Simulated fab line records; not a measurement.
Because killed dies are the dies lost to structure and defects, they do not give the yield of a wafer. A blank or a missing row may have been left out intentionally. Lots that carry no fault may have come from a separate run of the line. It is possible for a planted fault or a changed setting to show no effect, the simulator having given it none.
Which tool is to blame?	flow rit_cmos	14 lots, 42 wafers sampled, at 2 steps of a route of 202

WHAT EACH GAUGE READ, for each wafer
RIT_REOX_THK_MEAS_04. Usual: REOX_OXIDE_THK gives 25.4 nm (standard deviation 0.39).
lot	measured	on	REOX_OXIDE_THK (nm)	flag
L357	day 2 16:31	film_metro-01	25.5 25.8 25.5	
L358	day 2 22:57	film_metro-02	25.8 26.0 26.2	
L359	day 3 02:49	film_metro-02	25.1 24.9 25.1	
L360	day 3 07:07	film_metro-02	25.1 25.1 25.5	
L361	day 3 13:39	film_metro-01	25.9 25.8 25.7	
L362	day 3 22:06	film_metro-01	29.6 29.7 29.7	OFF
L365	day 4 12:41	film_metro-01	25.7 25.7 25.8	
L366	day 4 14:49	film_metro-01	28.9 29.7 28.9	OFF
L372	day 5 23:06	film_metro-01	25.7 25.5 25.9	
L375	day 6 12:58	film_metro-02	25.6 24.9 25.2	
L377	day 7 01:47	film_metro-01	25.4 25.1 24.7	
L378	day 7 04:30	film_metro-03	24.9 24.7 24.7	
L379	day 7 10:50	film_metro-02	25.8 25.6 25.5	
L380	day 7 16:16	film_metro-02	25.5 25.3 25.3	

EACH LOT AND THE TOOL THAT RAN IT (in order: tool; ch and the chambers of the sampled wafers; start)
lot	RIT_REOX_OXIDATION_03
L357	furnace-02 ch 0, day 2 13:56
L358	furnace-02 ch 0, day 2 20:23
L359	furnace-02 ch 0, day 3 00:15
L360	furnace-02 ch 0, day 3 04:34
L361	furnace-02 ch 0, day 3 11:06
L362	furnace-02 ch 0, day 3 19:33
L365	furnace-03 ch 0, day 4 10:08
L366	furnace-02 ch 0, day 4 12:16
L372	furnace-01 ch 0, day 5 20:33
L375	furnace-01 ch 0, day 6 10:25
L377	furnace-01 ch 0, day 6 23:14
L378	furnace-01 ch 0, day 7 01:56
L379	furnace-02 ch 0, day 7 08:17
L380	furnace-01 ch 0, day 7 13:43
- RIT_REOX_OXIDATION_03: target thk 25.2 nm, ox time 5580 s.

AS READ BY THE TOOLS THEMSELVES (means over the sampled wafers that have a number; for cases with no such wafer, the mark the record gives instead)
RIT_REOX_OXIDATION_03. Usual: spike_tc_centre_C 902.4 C, standard deviation 1.4; spike_tc_load_C 924.1 C, standard deviation 1; spike_tc_source_C 923 C, standard deviation 3.5; tube_center_temp_C 900 C, standard deviation 0.083; tube_center_temp_C_max 902.4, standard deviation 0.38.
lot	tool	spike_tc_centre_C (C)	spike_tc_load_C (C)	spike_tc_source_C (C)	tube_center_temp_C (C)	tube_center_temp_C_max	flag
L357	furnace-02	902.9	923.6	924	900	902.9	
L358	furnace-02	903.8	923.8	924	900	902.4	
L359	furnace-02	903.3	924.7	924	900	902.1	
L360	furnace-02	903.7	923.0	925	900	902.2	
L361	furnace-02	904.0	923.6	924	900	902.1	
L362	furnace-02	918.1	939.5	938	915	917.3	OFF
L365	furnace-03	899.9	924.4	917	900	902.2	
L366	furnace-02	919.1	939.6	939	915	917.4	OFF
L372	furnace-01	901.6	924.0	926	900	902.5	
L375	furnace-01	901.6	924.4	925	900	902.5	
L377	furnace-01	901.3	923.6	927	900	902.1	
L378	furnace-01	901.6	923.9	926	900	902.6	
L379	furnace-02	902.3	923.6	924	900	902.2	
L380	furnace-01	902.4	923.3	925	900	902.2	

THE ANSWER, worked out from the rows above alone
Rule: lot off if the mean of its wafers having a number is beyond 3 standard deviations from the usual mean. Also off: a lot with no number at a reading for which 4 or more lots have one. All remaining lots with rows at the step are treated as sound. The gauges are gone through in route order, then the tools' own readings, and for those a lot's mean is taken as printed above. At the first step where some lot is off, the reading lying furthest off is the one used; lots without a number count as furthest.
Off: L362, L366, seen at RIT_REOX_THK_MEAS_04 (REOX_OXIDE_THK).
If a tool, at a process step before that reading, ran all the lots that are off and no sound lot after the first of them, it fits. Not tried: the gauges at RIT_REOX_THK_MEAS_04; whatever is off there is also off at RIT_REOX_OXIDATION_03, on other tools, and gauge error can't account for it. Of those tried, none fits.

WHAT WAS PUT IN BY THE SIMULATOR
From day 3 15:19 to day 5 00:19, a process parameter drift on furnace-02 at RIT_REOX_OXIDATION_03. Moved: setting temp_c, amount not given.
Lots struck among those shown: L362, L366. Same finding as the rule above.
